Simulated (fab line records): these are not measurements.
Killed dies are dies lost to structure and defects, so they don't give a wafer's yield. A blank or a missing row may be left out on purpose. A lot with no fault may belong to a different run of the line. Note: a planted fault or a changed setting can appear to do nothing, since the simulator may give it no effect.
Matching of chambers    flow berkeley cmos170    UCB170_V1_CMP_02 on cmp-02 has 4 sister chambers
The step polishes SiO2. 22 wafers are shown with their chamber, then 11 later ones without.

EACH WAFER AND ITS CHAMBER
wafer   chamber  motor current A (A)
L474.1  2        15.0
L474.3  3        15.0
L474.5  0        13.7
L477.1  3        15.6
L477.3  0        14.2
L477.5  0        14.6
L480.3  3        16.0
L480.4  0        14.7
L480.6  0        14.5
L481.2  0        14.2
L481.5  2        15.1
L481.6  3        15.9
L482.1  2        15.1
L482.2  0        13.8
L482.6  1        19.5
L483.3  0        13.8
L483.4  2        14.5
L483.5  1        19.6
L487.2  1        19.1
L487.3  3        15.3
L487.4  2        15.4
L486.2  0        14.5

SIGNATURES (means of the wafers above)
reading          chamber 0  chamber 1  chamber 2  chamber 3  scatter within a chamber
motor current A  14.222     19.400     15.020     15.560     0.366
Rule: a wafer's distance from a chamber is the root of the sum, over the readings, of the square of ((its reading less the chamber's mean) divided by the reading's scatter). If the next closest chamber is less than 2 further off than the closest, the wafer can't be placed; otherwise it belongs to the closest. The scatter: the root of (the sum of the squares of (reading less its chamber's mean) over the shown wafers, divided by (wafers less chambers)).

WAFERS WITHOUT THEIR CHAMBER
wafer   motor current A (A)
L486.4  15.2
L486.6  14.6
L488.2  14.0
L488.4  15.3
L488.5  15.3
L494.3  18.8
L494.4  14.6
L494.6  15.7
L495.1  14.4
L495.3  16.2
L495.5  18.9

CHAMBER TAKEN BY EACH
wafer   from the rows above           in truth
L486.4  can't be placed: 2 or 3       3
L486.6  can't be placed: 0 or 2 or 3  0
L488.2  0                             0
L488.4  can't be placed: 3 or 2       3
L488.5  can't be placed: 3 or 2       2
L494.3  1                             1
L494.4  can't be placed: 0 or 2 or 3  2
L494.6  can't be placed: 3 or 2       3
L495.1  can't be placed: 0 or 2       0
L495.3  can't be placed: 3 or 2       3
L495.5  1                             1
Correct placement for 3 of the 11. These rows do not allow placing 8 (true chamber among the candidates in 8). Placed wrongly: 0.
